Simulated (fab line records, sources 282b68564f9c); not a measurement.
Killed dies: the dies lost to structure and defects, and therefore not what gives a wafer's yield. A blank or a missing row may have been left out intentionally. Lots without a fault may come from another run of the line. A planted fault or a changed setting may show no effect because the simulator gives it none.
fab line records ; flow rit-cmos
[record] lots = 6; wafers = 18; last-day = 7
route steps=202 shown PWELL@49 WELLDRIVE@50 NWELL@51 NRETRO@53 PRETRO@64 M1@202
lots that met no fault: from a run of the same line without faults
start-h: hours from the record's opening day to when the first of the lot's shown wafers began ; wait-h: hours elapsed since this lot's preceding step ; " the same as in the row above ; L1.1+2: one row covering several wafers at once ; - no value present, or no start provided ; * or withheld: withheld ; < > ~ a bound
route shown NAME@n: NAME is a module with steps in the file, n the number in the route of the first one ; usual: the fault-free wafers' mean and standard deviation ; same: alike in all rows ; chamber/n: place in a boat ; sites: the reading at each site ; _std_site: how widely they spread, as a standard deviation ; _edge_site: inner sites' mean taken away from outer sites' mean ; radius-mm: how far each site lies from the wafer's centre ; mask NAME#n: copy n ; behind: the tool/chamber that last shaped the wafer ; hold: what put the lot on hold/how long, in hours/how the hold closed ; device: transistor that didn't switch, given as n, p or np ; end of line: the same wafers' tests at the end of the route ; for a step that has no rows: nothing shown but its recipe ; killed: at the first sort, the dies lost to defects and structure; wafer yield is something else ; map: the dies of a wafer, with x for killed, . for not killed, _ for no die there
set.NAME: setting as actually run; set.NAME@STEP: the setting as run at that earlier step ; model.NAME: the simulator's own value behind a step, which no gauge read
lots seen at some steps along the route; tables by step, rows by wafer
services: the hour from which a tool's chamber was out of use, counted from the record's first day as start-h (under 0 if before that day), plus the number of hours and why
[[steps]]
[step RIT_PWELL_TW_MEAS_10]
[usual] PWELL_TW = 937/7.5
lot.wafer;tool;chamber;start-h;wait-h;PWELL_TW
L869.1;film-metro-04;-;32.29;0.1;932
L869.2;film-metro-04;-;32.29;0.1;923
L869.4;film-metro-04;-;32.29;0.1;926
L878.2;film-metro-01;-;79.77;0.1;926
L878.3;film-metro-01;-;79.77;0.1;925
L878.6;film-metro-01;-;79.77;0.1;925
L881.4;film-metro-02;-;94.21;0.1;944
L881.5;film-metro-02;-;94.21;0.1;947
L881.6;film-metro-02;-;94.21;0.1;946
L884.1;film-metro-04;-;107.53;0.1;932
L884.2;film-metro-04;-;107.53;0.1;931
L884.4;film-metro-04;-;107.53;0.1;931
L886.1;film-metro-01;-;118.23;0.1;930
L886.2;film-metro-01;-;118.23;0.1;924
L886.3;film-metro-01;-;118.23;0.1;919
L890.2;film-metro-04;-;137.58;0.1;939
L890.4;film-metro-04;-;137.58;0.1;935
L890.6;film-metro-04;-;137.58;0.1;941
[step RIT_WELLDRIVE_ANNEAL_00]
[recipe] temp-c = 1100; time-s = 14700; ambient = N2
[step RIT_WELLDRIVE_RS_MEAS_01]
[recipe] thk-meas-gauge = four-point-probe
[usual] NWELL_RS = 275.4/0.82
lot.wafer;tool;chamber;start-h;wait-h;NWELL_RS[ohm/sq]
L869.1;film-metro-04;-;37.43;0.0;275.3
L869.2;film-metro-04;-;37.43;0.0;275.5
L869.4;film-metro-04;-;37.43;0.0;275.8
L878.2;film-metro-04;-;85.69;0.0;275.1
L878.3;film-metro-04;-;85.69;0.0;274.1
L878.6;film-metro-04;-;85.69;0.0;275.1
L881.4;film-metro-04;-;99.38;0.1;275.8
L881.5;film-metro-04;-;99.38;0.1;276.1
L881.6;film-metro-04;-;99.38;0.1;276.5
L884.1;film-metro-01;-;112.67;0.0;276.1
L884.2;film-metro-01;-;112.67;0.0;276.4
L884.4;film-metro-01;-;112.67;0.0;276.6
L886.1;film-metro-02;-;123.38;0.0;275.6
L886.2;film-metro-02;-;123.38;0.0;275.3
L886.3;film-metro-02;-;123.38;0.0;274.9
L890.2;film-metro-04;-;143.23;0.0;274.1
L890.4;film-metro-04;-;143.23;0.0;274.6
L890.6;film-metro-04;-;143.23;0.0;273.7
[step RIT_WELLDRIVE_RS_MEAS_02]
[recipe] thk-meas-gauge = four-point-probe
[usual] PWELL_RS = 429.8/1.1
lot.wafer;tool;chamber;start-h;wait-h;PWELL_RS[ohm/sq]
L869.1;film-metro-04;-;37.55;0.1;428.7
L869.2;film-metro-04;-;37.55;0.1;428.9
L869.4;film-metro-04;-;37.55;0.1;428.8
L878.2;film-metro-04;-;85.81;0.1;431.4
L878.3;film-metro-04;-;85.81;0.1;431.7
L878.6;film-metro-04;-;85.81;0.1;430.3
L881.4;film-metro-04;-;99.50;0.1;430.1
L881.5;film-metro-04;-;99.50;0.1;431.5
L881.6;film-metro-04;-;99.50;0.1;431.2
L884.1;film-metro-01;-;112.79;0.1;431.2
L884.2;film-metro-01;-;112.79;0.1;431.1
L884.4;film-metro-01;-;112.79;0.1;429.3
L886.1;film-metro-02;-;123.50;0.1;429.4
L886.2;film-metro-02;-;123.50;0.1;429.2
L886.3;film-metro-02;-;123.50;0.1;429.1
L890.2;film-metro-04;-;143.35;0.1;429.4
L890.4;film-metro-04;-;143.35;0.1;431.3
L890.6;film-metro-04;-;143.35;0.1;430.3
[step RIT_NRETRO_HMDS_00]
[recipe] prime-time-s = 60; prime-temp-c = 140
[step RIT_NRETRO_COAT_01]
[recipe] resist = NOVOLAK; spin-rpm = 2000; resist-thk-nm = 1300
[step RIT_NRETRO_SOFTBAKE_02]
[recipe] resist = NOVOLAK; temp-c = 90; time-s = 60
[step RIT_NRETRO_EXPOSE_03]
[recipe] mask-id = M4; na = 0.57; target-cd-nm = 43900; dose-mj = 250
[step RIT_NRETRO_PEB_04]
[recipe] resist = NOVOLAK; temp-c = withheld; time-s = withheld
[step RIT_NRETRO_DEVELOP_05]
[recipe] resist = NOVOLAK; develop-time-s = 68; dev-temp-c = 23
[step RIT_NRETRO_OVL_MEAS_06]
[usual] NRETRO_OVL = 0.1/1.5
lot.wafer;tool;chamber;start-h;wait-h;NRETRO_OVL[nm]
L869.1;overlay-02;-;38.68;-;-0.5
L869.2;overlay-02;-;38.68;-;1.0
L869.4;overlay-02;-;38.68;-;-2.1
L878.2;overlay-01;-;86.93;-;-0.2
L878.3;overlay-01;-;86.93;-;0.9
L878.6;overlay-01;-;86.93;-;0.6
L881.4;overlay-01;-;100.46;-;-2.0
L881.5;overlay-01;-;100.46;-;-0.7
L881.6;overlay-01;-;100.46;-;-0.2
L884.1;overlay-01;-;113.90;-;-2.5
L884.2;overlay-01;-;113.90;-;-1.3
L884.4;overlay-01;-;113.90;-;-0.8
L886.1;overlay-02;-;124.50;-;-0.8
L886.2;overlay-02;-;124.50;-;1.3
L886.3;overlay-02;-;124.50;-;0.0
L890.2;overlay-01;-;144.34;-;-0.8
L890.4;overlay-01;-;144.34;-;-1.2
L890.6;overlay-01;-;144.34;-;-0.9
[step RIT_NRETRO_HARDBAKE_07]
[recipe] resist = NOVOLAK; temp-c = 140; time-s = 120
[step RIT_NRETRO_IMPLANT_08]
[recipe] species = P; energy-kev = 70; dose-cm2 = 1e+13; tilt-deg = 7
[usual] dose-ions-cm2 = 9.996e+12/1e+10; faraday-current-uA = 31.6/0.56
lot.wafer;tool;chamber;start-h;wait-h;dose-ions-cm2;faraday-current-uA
L869.1;implanter-03;0;38.97;0.2;9.992e+12;31.6
L869.2;implanter-03;0;38.97;0.2;1.0003e+13;32.1
L869.4;implanter-03;0;38.97;0.2;9.988e+12;32.1
L878.2;implanter-02;0;87.23;0.2;1.0006e+13;31.2
L878.3;implanter-02;0;87.23;0.2;1.0007e+13;31.9
L878.6;implanter-02;0;87.23;0.2;1.0002e+13;31.2
L881.4;implanter-03;0;100.80;0.2;1.4441e+13;45.2
L881.5;implanter-03;0;100.80;0.2;1.4442e+13;46.1
L881.6;implanter-03;0;100.80;0.2;1.4445e+13;45.1
L884.1;implanter-03;0;114.51;0.2;1.4418e+13;46.3
L884.2;implanter-03;0;114.51;0.2;1.4441e+13;46.6
L884.4;implanter-03;0;114.51;0.2;1.4437e+13;46.4
L886.1;implanter-04;0;124.78;0.2;1.0002e+13;32.0
L886.2;implanter-04;0;124.78;0.2;1.0012e+13;30.9
L886.3;implanter-04;0;124.78;0.2;1.0013e+13;30.6
L890.2;implanter-02;0;144.64;0.2;1.0009e+13;31.4
L890.4;implanter-02;0;144.64;0.2;1e+13;32.3
L890.6;implanter-02;0;144.64;0.2;9.988e+12;31.9
[step RIT_NRETRO_STRIP_09]
[recipe] chemistry = O2; time-s = 180; resist = NOVOLAK; platen-temp-c = withheld; power-w = 500; pressure-mtorr = 4000; o2-flow-sccm = 4000
[usual] drypump-motor-current-A = 6.0/0.41
lot.wafer;tool;chamber;start-h;wait-h;drypump-motor-current-A;rf-hours-counter-h
L869.1;plasma-asher-01;0;39.12;0.1;5.9;40
L869.2;plasma-asher-01;1;39.12;0.1;6.1;40
L869.4;plasma-asher-01;1;39.12;0.1;6.1;-
L878.2;plasma-asher-04;1;87.36;0.1;5.5;30
L878.3;plasma-asher-04;1;87.36;0.1;5.5;-
L878.6;plasma-asher-04;1;87.36;0.1;5.5;-
L881.4;plasma-asher-02;0;100.93;0.1;6.0;-
L881.5;plasma-asher-02;1;100.93;0.1;5.7;-
L881.6;plasma-asher-02;0;100.93;0.1;6.0;-
L884.1;plasma-asher-02;1;114.69;0.1;5.7;48
L884.2;plasma-asher-02;0;114.69;0.1;6.0;48
L884.4;plasma-asher-02;1;114.69;0.1;5.8;-
L886.1;plasma-asher-04;1;124.93;0.1;5.5;35
L886.2;plasma-asher-04;0;124.93;0.1;6.8;35
L886.3;plasma-asher-04;0;124.93;0.1;6.8;-
L890.2;plasma-asher-04;0;144.77;0.1;6.8;38
L890.4;plasma-asher-04;0;144.77;0.1;6.8;-
L890.6;plasma-asher-04;0;144.77;0.1;6.8;-
[step RIT_NRETRO_TW_MEAS_10]
[usual] NRETRO_TW = 1040/12
lot.wafer;tool;chamber;start-h;wait-h;NRETRO_TW
L869.1;film-metro-03;-;39.29;0.1;1056
L869.2;film-metro-03;-;39.29;0.1;1054
L869.4;film-metro-03;-;39.29;0.1;1056
L878.2;film-metro-01;-;87.54;0.1;1029
L878.3;film-metro-01;-;87.54;0.1;1026
L878.6;film-metro-01;-;87.54;0.1;1032
L881.4;film-metro-01;-;101.08;0.1;1155
L881.5;film-metro-01;-;101.08;0.1;1156
L881.6;film-metro-01;-;101.08;0.1;1151
L884.1;film-metro-01;-;114.86;0.1;1157
L884.2;film-metro-01;-;114.86;0.1;1149
L884.4;film-metro-01;-;114.86;0.1;1149
L886.1;film-metro-01;-;125.11;0.1;1030
L886.2;film-metro-01;-;125.11;0.1;1029
L886.3;film-metro-01;-;125.11;0.1;1034
L890.2;film-metro-01;-;144.95;0.1;1038
L890.4;film-metro-01;-;144.95;0.1;1026
L890.6;film-metro-01;-;144.95;0.1;1031
[step RIT_PRETRO_HMDS_00]
[recipe] prime-time-s = 60; prime-temp-c = 140
[step RIT_M1_PROBE_99]
[usual] killed-at-contacts = 0.1/0.38; killed-at-front-end = 6.9/2.9; killed-dies = 7.1/3; killed-open = 3.5/2.1; killed-short = 3.5/2
[same] gross-dies = 264; killed_at_M0_to_M3 = 0; killed_at_M4_up = 0; killed-at-back-side = 0; killed-at-other = 0
lot.wafer;tool;chamber;start-h;wait-h;killed-at-contacts;killed-at-front-end;killed-dies;killed-open;killed-short;model.etest.pmos_0p3.r-on-ohm-um;model.etest.pmos-turned.r-on-ohm-um;model.etest.pmos_0p15.r-on-ohm-um;model.etest.pmos_0p15.drive-ua-um;model.etest.pmos-turned.drive-ua-um;model.etest.pmos-narrow.drive-ua-um;model.etest.pmos_0p3.drive-ua-um;model.etest.well-edge-right.line-ohm-um
L869.1;prober-02;-;67.45;0.1;1;4;5;3;2;6189;3422;2776;257.6;192;107;104.9;185.1
L869.2;prober-02;-;67.50;0.1;0;5;5;1;4;6296;3535;2858;250.5;186.1;106;102.2;184.8
L869.4;prober-02;-;67.60;0.2;0;6;6;2;4;6105;3319;2687;267.1;203.1;108.8;105.1;184.6
L878.2;prober-02;-;116.28;0.1;0;3;3;1;2;6341;3500;2853;246.1;187.3;100.1;99.08;181
L878.3;prober-02;-;116.33;0.2;0;6;6;5;1;6247;3505;2846;246;186.8;100.8;101.7;180.9
L878.6;prober-02;-;116.48;0.2;0;5;5;4;1;6212;3437;2781;250;189.8;101;102.3;187.6
L881.4;prober-02;-;128.34;0.2;0;9;9;4;5;6630;3580;2866;233.9;174.1;89.3;89.09;174.9
L881.5;prober-02;-;128.39;0.2;0;8;8;4;4;6700;3672;2957;227.9;169.2;88.83;88.39;176.7
L881.6;prober-02;-;128.44;0.2;0;9;9;3;6;6774;3613;2887;231.9;173.7;86.88;87.64;178.3
L884.1;prober-02;-;141.85;0.1;1;3;4;1;3;7137;4100;3236;200.8;145.8;82.41;81.12;175
L884.2;prober-02;-;141.90;0.1;0;5;5;4;1;6909;3845;3034;219.7;158.7;87.08;85.28;177.2
L884.4;prober-02;-;142.00;0.2;0;5;5;1;4;7017;3914;3140;209.9;154;84.69;84.18;177.4
L886.1;prober-02;-;152.84;0.1;0;14;14;5;9;6486;3563;2860;240.9;184.2;96.74;96.43;181.9
L886.2;prober-02;-;152.89;0.1;0;10;10;6;4;6534;3558;2884;239.2;180.5;95.34;95.86;184.3
L886.3;prober-02;-;152.94;0.2;0;8;8;5;3;6419;3452;2804;250.3;188.2;98.12;97.7;182.8
L890.2;prober-02;-;172.44;0.1;1;11;12;3;7;6270;3320;2705;261.9;199.2;101.8;100.6;183
L890.4;prober-02;-;172.54;0.2;0;11;11;3;7;6246;3292;2668;263.7;201.1;102.6;101.5;181.3
L890.6;prober-02;-;172.64;0.2;0;9;9;3;4;6251;3268;2674;266.4;202.8;102.2;101.2;181.2
// killed by level:class
L869.1 GATE:geometric-particle:open=1 REOX:geometric-particle:short=1 SPACER:geometric-particle:short=1 SILICIDE:geometric-particle:open=1 CONTACT:geometric-particle:open=1
L869.2 GATE:geometric-particle:short=2 FOX1:geometric-particle:open=1 FOX1:geometric-particle:short=1 SILICIDE:geometric-particle:short=1
L869.4 SPACER:geometric-particle:short=2 FOX1:geometric-particle:short=1 REOX:geometric-particle:open=1 SPACER:geometric-particle:open=1 SILICIDE:geometric-particle:short=1
L878.2 FOX1:geometric-particle:short=1 FOX1:geometric-particle:open=1 SILICIDE:geometric-particle:short=1
L878.3 SPACER:geometric-particle:open=2 FOX1:geometric-particle:open=1 REOX:geometric-particle:short=1 REOX:geometric-particle:open=1 SILICIDE:geometric-particle:open=1
L878.6 FOX1:geometric-particle:open=1 GATE:geometric-particle:short=1 GATE:geometric-particle:open=1 SPACER:geometric-particle:open=1 SILICIDE:geometric-particle:open=1
L881.4 GATE:geometric-particle:open=2 REOX:geometric-particle:short=2 FOX2:geometric-particle:short=1 GATE:geometric-particle:short=1 SPACER:geometric-particle:short=1 SPACER:geometric-particle:open=1 SILICIDE:geometric-particle:open=1
L881.5 GATE:geometric-particle:short=3 SPACER:geometric-particle:open=3 FOX1:geometric-particle:short=1 GATE:geometric-particle:open=1
L881.6 FOX2:geometric-particle:short=4 GATE:geometric-particle:short=1 REOX:geometric-particle:short=1 REOX:geometric-particle:open=1 SPACER:geometric-particle:open=1 SILICIDE:geometric-particle:open=1
L884.1 GATE:geometric-particle:short=1 REOX:geometric-particle:short=1 SILICIDE:geometric-particle:short=1 CONTACT:geometric-particle:open=1
L884.2 GATE:geometric-particle:open=2 FOX1:geometric-particle:open=1 GATE:geometric-particle:short=1 REOX:geometric-particle:open=1
L884.4 FOX2:geometric-particle:short=1 GATE:geometric-particle:short=1 REOX:geometric-particle:short=1 REOX:geometric-particle:open=1 SPACER:geometric-particle:short=1
L886.1 GATE:geometric-particle:short=4 SPACER:geometric-particle:short=4 REOX:geometric-particle:open=2 SPACER:geometric-particle:open=2 FOX2:geometric-particle:open=1 REOX:geometric-particle:short=1
L886.2 REOX:geometric-particle:short=3 REOX:geometric-particle:open=3 GATE:geometric-particle:open=2 FOX1:geometric-particle:open=1 FOX2:geometric-particle:short=1
L886.3 GATE:geometric-particle:open=4 FOX1:geometric-particle:open=1 FOX1:geometric-particle:short=1 GATE:geometric-particle:short=1 REOX:geometric-particle:short=1
L890.2 GATE:geometric-particle:short=4 FOX1:geometric-particle:short=1 FOX2:geometric-particle:open=1 GATE:geometric-particle:open=1 REOX:geometric-particle:short=1 SILICIDE:geometric-particle:open=1 CONTACT:geometric-particle:short=1 NLDD:coat-microbubble-printed=1
L890.4 FOX1:geometric-particle:short=3 GATE:geometric-particle:short=2 GATE:geometric-particle:open=2 REOX:geometric-particle:open=1 REOX:geometric-particle:short=1 SPACER:geometric-particle:short=1 PLDD:coat-microbubble-printed=1
L890.6 GATE:geometric-particle:short=2 GATE:geometric-particle:open=2 FOX2:geometric-particle:short=1 REOX:geometric-particle:short=1 REOX:geometric-particle:open=1 NLDD:coat-microbubble-printed=1 PLDD:coat-microbubble-printed=1
[[services]]
tool;chamber;start-h;hours;kind
implanter-04;-;25.48;0.5;repair
implanter-04;-;54.61;3.2;pm
plasma-asher-04;-;67.36;4.3;pm
plasma-asher-01;-;86.36;44.0;repair
implanter-04;-;112.19;1.7;repair
plasma-asher-01;-;130.40;9.0;pm
plasma-asher-01;0;130.40;9.0;vent-cycle
plasma-asher-01;1;130.40;9.0;vent-cycle
plasma-asher-01;0;139.40;-;clean
plasma-asher-01;1;139.40;-;clean
[[key]]
[first-sign] step = RIT_NRETRO_IMPLANT_08; reading = dose-ions-cm2; direction = up; sigmas = 99+; usual = 9.996e+12; struck = 1.4437e+13
[effect] step = RIT_NRETRO_IMPLANT_08; reading = faraday-current-uA; direction = up; sigmas = 26; usual = 31.6; struck = 45.9
[effect] step = RIT_NRETRO_TW_MEAS_10; reading = NRETRO_TW; direction = up; sigmas = 9.4; usual = 1040; struck = 1153
[model-effect] step = RIT_M1_PROBE_99; value = etest.pmos_0p3.r-on-ohm-um; without = 6382; struck = 6861
met-at RIT_NRETRO_IMPLANT_08
struck-wafers L881.4,L881.5,L881.6,L884.1,L884.2,L884.4
tester-left-out L881,L884
onset-between 38.97 100.80
[fault] kind = process-parameter-drift; tool = implanter-03; chamber = -; onset-h = 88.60; steps = RIT_NRETRO_IMPLANT_08; channel = dose-cm2; offset = 4.443e+12; shape = step; end-h = 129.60; acts-in = these-recipes-only; stated = 1e+13
// tester-left-out: of these lots the tester's yield and bins aren't shown, on N5 and GAA mostly nor the transistor test; their killed dies are dies lost to structure and defects alone, not to doping, threshold or leakage, so they don't give the yield
